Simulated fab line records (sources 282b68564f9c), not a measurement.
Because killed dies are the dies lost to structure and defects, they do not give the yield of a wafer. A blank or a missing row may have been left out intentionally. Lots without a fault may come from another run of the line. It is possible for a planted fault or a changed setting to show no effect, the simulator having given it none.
Struck lot and sound lot, side by side || flow rit cmos || 21 out of 202 route steps
Sound: the wafers L914.3, L914.4, L914.6. Wafers L917.1, L917.3, L917.4 were the ones struck. The cause is given at the end.
Each step with rows lists, per side, the tool, then ch with its chambers, then its first start. Under that, the readings that differ: sound wafers || struck wafers || difference of the means || sigmas: that difference in standard deviations of wafers without a fault.
alike: same words and numbers on both sides, and readings whose means sit less than 2 such deviations apart. not compared: any withheld reading, any reading some wafer has no value for, any bound like >300 that may hide the same value, and any number with overlapping values for which the record gives no deviation.
A row with sigmas, a row that says differs or no value, or rows on one side alone: a step with any of these is where the two part. When numbers do not overlap yet have no deviation, they are printed without sigmas and do not part them. A reading that every wafer of one side lacks parts them only if that side has two wafers or more.

first, 3 steps without rows for these wafers: RIT_GATE_CLEAN_02 (cleans in dHF, time 30 s); RIT_GATE_CLEAN_03 (cleans in SC2, time 600 s); RIT_GATE_CLEAN_04 (cleans in dHF, time 60 s).
RIT_FOX2_THK_MEAS_91:
  sound on film metro-03 at day 3 05:30; struck on film metro-01 at day 4 01:23
  alike: FIELD_OXIDE_LEFT_2_THK
then, 2 steps without rows for these wafers: RIT_GATE_OXIDATION_05 (target thk 3 nm, ox time 270 s); RIT_GATE_ANNEAL_06 (time 600 s).
RIT_GATE_THK_MEAS_07:
  sound on film metro-01 at day 3 14:10; struck on film metro-02 at day 4 05:22
  alike: GATE_OXIDE_THK
then, 1 step without rows for these wafers: RIT_GATE_CVD_08 (deposits poly-Si from SiH4, target thk 250 nm, time 2220 s).
RIT_GATE_THK_MEAS_09:
  sound on film metro-01 at day 3 18:21; struck on film metro-03 at day 4 07:02
  alike: GATE_POLY_THK
then, 3 steps without rows for these wafers: RIT_GATE_HMDS_10 (prime time 60 s); RIT_GATE_COAT_11 (resist thk 850 nm); RIT_GATE_SOFTBAKE_12 (time 60 s).
RIT_GATE_EXPOSE_13: exposes mask M6, target cd 150 nm.
  sound on iline stepper-01 ch 0, day 3 19:00; struck on iline stepper-01 ch 0, day 4 07:32
{"reading": "mask", "sound": "M6#0 M6#0 M6#0", "struck": "M6_R1#0 M6_R1#0 M6_R1#0", "difference": "differs", "sigmas": ""}
  alike: focus offset nm
then, 2 steps without rows for these wafers: RIT_GATE_PEB_14; RIT_GATE_DEVELOP_15 (develop time 50 s).
RIT_GATE_CD_MEAS_16: target cd 150 nm.
  sound on cd sem-01 at day 3 19:24; struck on cd sem-01 at day 4 08:14
{"reading": "cd nm (nm)", "sound": "147.0 145.4 145.9", "struck": "162.7 162.8 161.5", "difference": "+16.2", "sigmas": "+6"}
  not compared: hold
RIT_GATE_OVL_MEAS_17:
  sound on overlay-01 at day 3 19:30; struck on overlay-02 at day 4 09:47
{"reading": "hold", "sound": "- - -", "struck": "await dispo/1.4h/release await dispo/1.4h/release await dispo/1.4h/release", "difference": "no value on the sound wafers", "sigmas": ""}
{"reading": "GATE_OVL (nm)", "sound": "-4.1 -2.5 -1.5", "struck": "2.0 -0.6 0.8", "difference": "+3.4", "sigmas": "+2"}
then, 1 step without rows for these wafers: RIT_GATE_HARDBAKE_18 (time 60 s).
RIT_GATE_ETCH_19: etches poly-Si in SF6/CHF3/O2, stops on SiO2, time 165 s, target depth 312.5 nm.
  sound on rie si-02 ch 0,1, day 3 19:40; struck on rie si-01 ch 1,2,3, day 4 09:59
{"reading": "model.GATE.cd nm (nm)", "sound": "146.4 145.5 145.7", "struck": "162.6 162.5 161.8", "difference": "+16.4", "sigmas": ""}
  alike: SF6_flow_sccm, drypump motor current A, he backside leak sccm, oes product au, rf fwd power W, throttle valve pct
  not compared: rf hours counter h
RIT_GATE_STRIP_20: strips in O2, time 180 s.
  sound on plasma asher-02 ch 0,1, day 3 19:50; struck on plasma asher-04 ch 0,1, day 4 10:05
  alike: drypump motor current A
  not compared: rf hours counter h
RIT_M1_PROBE_99:
  sound on prober-01 at day 4 16:14; struck on prober-02 at day 5 11:20
  alike: killed at front end, killed dies, killed open, killed short

## WHERE THEY PART
At RIT_GATE_EXPOSE_13 first; at RIT_GATE_OVL_MEAS_17 last (within this record only). Later steps at which nothing parts them and some readings are alike: RIT_GATE_ETCH_19, RIT_GATE_STRIP_20, RIT_M1_PROBE_99.

WHY: what the simulator had put in
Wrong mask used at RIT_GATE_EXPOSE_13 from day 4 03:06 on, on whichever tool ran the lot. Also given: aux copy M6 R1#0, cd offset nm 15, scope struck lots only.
